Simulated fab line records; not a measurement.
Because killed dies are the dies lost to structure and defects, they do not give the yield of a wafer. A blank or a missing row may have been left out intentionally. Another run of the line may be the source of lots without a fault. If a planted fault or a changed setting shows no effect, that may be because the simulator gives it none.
A single fault, viewed from 2 desks ; flow rit_cmos ; what lay behind the numbers comes last; until then each desk has only its own

== DESK OF THE TOOL OWNER: implanter-04 ==
For each lot that ran on this tool, the mean over its sampled wafers that have a number, from the tool's own readings at RIT_PRETRO_IMPLANT_08. The brackets show how far a lot's mean lies from the usual mean; more than 4 standard deviations puts the lot out of limits, marked OUT.
Columns: A = beam_on_s at RIT_PRETRO_IMPLANT_08, usual 10.00 s; B = dose_ions_cm2 at RIT_PRETRO_IMPLANT_08, usual 1.1999e+13; C = faraday_current_uA at RIT_PRETRO_IMPLANT_08, usual 38.1
lot;first seen here;A;B;C
L472;day 2 12:38;10.05;1.2003e+13;37.9
L473;day 2 16:50;9.89;1.2001e+13;38.4
L474;day 2 21:56;10.10;1.2004e+13;37.7
L476;day 3 09:38;9.96;9.3660e+12 (-99 or more) OUT;29.8 (-11) OUT
L480;day 4 03:52;10.13;9.3630e+12 (-99 or more) OUT;29.4 (-12) OUT
L494;day 7 02:04;10.26;1.2001e+13;37.1
Finding of this desk: L476, L480 out of limits; the first was L476 at day 3 09:38, on dose_ions_cm2 at RIT_PRETRO_IMPLANT_08. Within limits: L472, L473, L474, L494.

== FROM THE METROLOGY DESK ==
What the gauges read, lot by lot, whatever tool the lot ran on: means of the sampled wafers that have a number. The brackets show how far a lot's mean lies from the usual mean; more than 4 standard deviations puts the lot out of limits, marked OUT.
Columns: A = ACTIVE_NITRIDE_THK at RIT_ACTIVE_THK_MEAS_04, usual 150.4 nm; B = PRETRO_TW at RIT_PRETRO_TW_MEAS_10, usual 479; C = cd_nm at RIT_GATE_CD_MEAS_16, usual 150.0 nm; D = PLDD_OVL at RIT_PLDD_OVL_MEAS_06, usual 1.0 nm
lot;first seen here;A;B;C;D
L471;day 1 13:32;152.4;467;152.6;1.4
L472;day 1 19:14;149.3;485;149.1;-0.2
L473;day 1 23:32;149.3;468;145.5;0.7
L474;day 2 04:46;151.3;467;148.0;0.5
L475;day 2 09:32;150.0;471;148.4;-0.5
L476;day 2 15:17;152.8;446 (-4.3) OUT;150.7;1.1
L477;day 2 19:32;148.1;479;150.7;0.9
L479;day 3 05:32;149.4;481;151.9;1.5
L480;day 3 10:35;150.9;435 (-5.8) OUT;149.3;0.1
L485;day 4 14:44;149.9;471;149.3;-0.9
L488;day 5 02:32;150.3;484;147.0;-0.1
L492;day 5 22:32;152.4;482;147.0;0.4
L493;day 6 04:31;150.8;491;152.5;-0.5
L494;day 6 08:32;149.5;483;150.7;2.6
Finding of this desk: L476, L480 out of limits, first seen on L476 at day 3 09:56 (PRETRO_TW at RIT_PRETRO_TW_MEAS_10). Within limits: L471, L472, L473, L474, L475, L477, L479, L485, L488, L492, L493, L494.

== PUT TOGETHER ==
An alarm could have come from the tool owner's desk at day 3 09:38, on L476, L480.
At day 3 09:56 the metrology desk could have sounded an alarm, on L476, L480.
Of the lots named, all ran RIT_PRETRO_IMPLANT_08 on implanter-04.

== WHAT THE SIMULATOR HAD INSERTED ==
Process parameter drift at RIT_PRETRO_IMPLANT_08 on implanter-04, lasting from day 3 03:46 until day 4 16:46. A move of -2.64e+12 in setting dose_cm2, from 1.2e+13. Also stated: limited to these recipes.
Shown lots that were struck: L476, L480.
Delay (hours) between the fault's onset and each desk's first out-of-limits reading: 6 at the tool owner's desk, 6 at the metrology desk.
